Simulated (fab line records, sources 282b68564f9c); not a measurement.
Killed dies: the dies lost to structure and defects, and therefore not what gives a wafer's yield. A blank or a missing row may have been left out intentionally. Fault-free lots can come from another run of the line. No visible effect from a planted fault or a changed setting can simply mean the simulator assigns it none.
Which tool is to blame? | flow ritCmos | 39 wafers from 13 lots sampled at 2 of the route's 202 steps

## WHAT THE GAUGES SHOWED, per wafer
RIT_SILICIDE_RS_MEAS_02: measurement is done with a four-point probe. Usual: SILICIDE_TI_RS 47.9 ohm/sq, standard deviation 0.69.
lot  | measured    | on           | SILICIDE_TI_RS (ohm/sq) | flag
L748 | day 3 02:22 | filmMetro-01 | 48.0 47.9 48.9          | 
L749 | day 3 08:32 | filmMetro-04 | 47.9 47.9 48.1          | 
L750 | day 3 12:39 | filmMetro-02 | 48.4 48.3 48.9          | 
L752 | day 3 23:28 | filmMetro-04 | 47.7 47.6 48.9          | 
L753 | day 4 08:00 | filmMetro-02 | 48.2 47.9 48.3          | 
L754 | day 4 11:40 | filmMetro-01 | 47.2 47.5 47.3          | 
L755 | day 4 15:10 | filmMetro-02 | 48.0 47.2 46.8          | 
L756 | day 4 23:20 | filmMetro-02 | 47.1 47.1 46.8          | 
L757 | day 5 00:40 | filmMetro-04 | 49.6 48.9 53.3          | OFF
L763 | day 6 09:27 | filmMetro-02 | 48.1 48.3 48.0          | 
L764 | day 6 17:56 | filmMetro-01 | 48.6 49.7 48.5          | 
L766 | day 6 23:56 | filmMetro-01 | 48.9 47.9 47.7          | 
L770 | day 7 20:46 | filmMetro-02 | 47.0 47.3 46.9          | 

## TOOL THAT RAN EACH LOT (tool first, then ch and the chambers of the sampled wafers, then the start)
lot  | RIT_SILICIDE_SPUTTER_01
L748 | pvdSputter-04, day 3 02:10
L749 | pvdSputter-01, day 3 08:22
L750 | pvdSputter-04, day 3 12:29
L752 | pvdSputter-04, day 3 23:19
L753 | pvdSputter-01, day 4 07:51
L754 | pvdSputter-03, day 4 11:28
L755 | pvdSputter-04, day 4 15:00
L756 | pvdSputter-03, day 4 23:11
L757 | pvdSputter-01, day 5 00:31
L763 | pvdSputter-03, day 6 09:18
L764 | pvdSputter-04, day 6 17:47
L766 | pvdSputter-04, day 6 23:46
L770 | pvdSputter-04, day 7 20:37
- RIT_SILICIDE_SPUTTER_01: material Ti, target thk 30 nm, time 240 s.

## AS READ BY THE TOOLS THEMSELVES (means over the sampled wafers that have a number; for cases with no such wafer, the mark the record gives instead)
RIT_SILICIDE_SPUTTER_01. Usual: chamberPressurePa 0.6670 Pa, standard deviation 0.0014; throttleValvePct 29.6 %, standard deviation 1.2.
lot  | tool          | chamberPressurePa (Pa) | throttleValvePct (%) | flag
L748 | pvdSputter-04 | 0.6673                 | 28.7                 | 
L749 | pvdSputter-01 | 0.6668                 | 29.1                 | 
L750 | pvdSputter-04 | 0.6676                 | 29.8                 | 
L752 | pvdSputter-04 | 0.6673                 | 28.3                 | 
L753 | pvdSputter-01 | 0.6680                 | 28.5                 | 
L754 | pvdSputter-03 | 0.6651                 | 31.0                 | 
L755 | pvdSputter-04 | 0.6680                 | 29.2                 | 
L756 | pvdSputter-03 | 0.6678                 | 30.8                 | 
L757 | pvdSputter-01 | 0.6743                 | 29.2                 | OFF
L763 | pvdSputter-03 | 0.6660                 | 30.4                 | 
L764 | pvdSputter-04 | 0.6682                 | 29.2                 | 
L766 | pvdSputter-04 | 0.6672                 | 28.3                 | 
L770 | pvdSputter-04 | 0.6666                 | 29.3                 | 

## THE ANSWER, worked out from the rows above alone
Rule: a lot is off if the mean of its wafers that have a number lies more than 3 standard deviations from the usual mean. A lot without any number at a reading at which 4 lots or more have one is off too. The other lots that the step has rows for count as sound. Order of review: gauges by route order, followed by the tools' own readings, for which a lot's mean as printed above is used. At the first step where some lot is off, the reading lying furthest off is the one used; lots without a number count as furthest.
Off: at RIT_SILICIDE_RS_MEAS_02 (SILICIDE_TI_RS), L757.
If a tool, at a process step before that reading, ran all the lots that are off and no sound lot after the first of them, it fits. The gauges at RIT_SILICIDE_RS_MEAS_02 aren't tried: what is off there is off at RIT_SILICIDE_SPUTTER_01 too, on other tools, and a gauge's error can't cause that. One candidate fits, namely pvdSputter-01 at RIT_SILICIDE_SPUTTER_01. A fault onset in the window from L753 (day 4 07:51, its last sound lot) to L757 (day 5 00:31, its first lot off) fits.
On the lots that are off, the tool's own readings at RIT_SILICIDE_SPUTTER_01 differ by more than 5 times the standard deviation of the sound lots' means, which bears it out; chamberPressurePa reads 0.6743 Pa there versus 0.6672 Pa on the sound lots.

## WHAT THE SIMULATOR HAD INSERTED
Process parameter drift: pvdSputter-01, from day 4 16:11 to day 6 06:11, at RIT_SILICIDE_SPUTTER_01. Setting chamberPressurePa shifted by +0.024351 from 0.667. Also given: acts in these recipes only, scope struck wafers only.
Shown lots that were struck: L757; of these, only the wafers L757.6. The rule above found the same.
